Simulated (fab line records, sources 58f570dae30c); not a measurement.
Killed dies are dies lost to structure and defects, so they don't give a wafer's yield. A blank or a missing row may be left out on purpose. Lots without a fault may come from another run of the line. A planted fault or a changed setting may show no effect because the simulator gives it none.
Problem report in the 8D (eight disciplines) form, filled by code | flow berkeley_cmos170 | the parts of the form that need people (team, actions taken, sign-off) are left out
Where a reading is given only as a bound, like >300, the bound stands for it, and a mean or a difference that rests on one is marked > or <: the true number lies beyond.

1. THE PROBLEM
M3_AL_THK at UCB170_M3_THK_MEAS_03 reads a mean of <0 nm on 6 wafers of 2 lots; wafers without a fault read 880 nm with a standard deviation of 12. That is <-73 standard deviations from the usual mean.
The step: measures by xrf.
First seen on wafer L699.1, day 9 21:53, on film_metro-02. The record holds 42 wafers of 14 lots with a number at this step. Rule for "out", or "out of limits": more than 4 standard deviations from the usual mean. The other wafers with a number count as sound.

2. WHAT IT IS AND WHAT IT IS NOT
question                    | is                           | is not
which readings at this step | M3_AL_THK                    | -
which lots                  | L699, L700                   | L689, L690, L691, L692, L693, L694, L697, L702, L704, L705, L708, L711
which wafers of those lots  | all that have a number       | -
read on which gauges        | film_metro-02, film_metro-03 | film_metro-04
when                        | from day 9 21:53             | up to then (21 sound wafers); but 15 sound wafers of L702, L704, L705, L708, L711 came after

3. SUSPECTS, AND WHAT RULES EACH OUT
Counting: a tool at a process step up to the reading stays a suspect if it ran every lot that is out and no sound lot after the first of them.
- the gauge at UCB170_M3_THK_MEAS_03: ruled out. The wafers that are out were read on 2 gauges (film_metro-02, film_metro-03).
- rie_diel-02 at UCB170_V2_ETCH_14 (etches SiO2 in CHF3/CF4/Ar, stops on Al, target depth 1250 nm, time 291 s): ruled out as a lasting fault. Sound lots L704, L708, L711 ran on it after its first lot that is out, L699 (day 9 21:13).
- pvd_sputter-01 at UCB170_M3_SPUTTER_01 (material Al, target thk 900 nm, time 120 s): ruled out as a lasting fault. Sound lots L702, L704, L705 ran on it after its first lot that is out, L699 (day 9 21:41).
Left after counting: nothing in the record.

4. THE CAUSE (what the simulator had put in)
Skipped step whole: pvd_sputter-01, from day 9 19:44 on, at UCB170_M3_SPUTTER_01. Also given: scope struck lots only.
Counting ruled it out, wrongly: the rule takes a fault to strike every lot that its tool runs from its start on, and this one did not.

5. THE CHAIN OF EFFECTS, in route order
Each row: a reading whose mean over the struck wafers that have a number lies more than 3 standard deviations from the usual. Only readings for which the record gives a usual standard deviation are gone through. hours: the time from each lot's start at the first step in this table that gives one to its start at this step, as a median over the lots. sigmas: the change in usual standard deviations.
hours | step                  | reading              | usual  | on struck wafers | change | sigmas
0     | UCB170_M3_THK_MEAS_03 | M3_AL_THK            | 880 nm | <0               | <-880  | <-73
3     | UCB170_M3_PROBE_99    | defect_limited_yield | 98.0 % | 0.0              | -98.0  | -89
3     | UCB170_M3_PROBE_99    | killed_at_M0_to_M3   | 0.9    | 263.0            | +262.1 | +99 or more
3     | UCB170_M3_PROBE_99    | killed_dies          | 5.2    | 264.0            | +258.8 | +92
3     | UCB170_M3_PROBE_99    | killed_on_rim        | 2.0    | 70.0             | +68.0  | +34
3     | UCB170_M3_PROBE_99    | sort_bin_3_pad_short | 0.1 %  | 23.0             | +22.9  | +99 or more
3     | UCB170_M3_PROBE_99    | sort_bin_5_function  | 1.4 %  | 72.8             | +71.4  | +78
3     | UCB170_M3_PROBE_99    | sort_bin_6_memory    | 0.5 %  | 4.2              | +3.7   | +8.3
3     | UCB170_M3_PROBE_99    | sort_n_pass          | 258.8  | 0.0              | -258.8 | -92
3     | UCB170_M3_PROBE_99    | sort_yield_pct       | 98.0 % | 0.0              | -98.0  | -89
The process steps in it:
- UCB170_M3_PROBE_99
Readings that are blank on the struck wafers while sound wafers have them: cathode_dc_power_W at UCB170_M3_SPUTTER_01; chamber_pressure_pa at UCB170_M3_SPUTTER_01; throttle_valve_pct at UCB170_M3_SPUTTER_01; M3_AL_RS at UCB170_M3_RS_MEAS_02.

6. WHAT WOULD HAVE CAUGHT IT SOONER
In this record the first reading out of limits at a measuring or inspecting step was taken at day 9 21:53, 2 hours after the fault began at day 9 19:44.
Between UCB170_M3_SPUTTER_01 and UCB170_M3_THK_MEAS_03, UCB170_M3_RS_MEAS_02 gave no M3_AL_RS on the struck wafers, where sound wafers have one: a measuring or inspecting step that comes back empty is itself a sign.
At UCB170_M3_SPUTTER_01 the tool's readings are blank on the struck wafers, where sound wafers have them: an empty tool record is the first sign, and it was there at once.
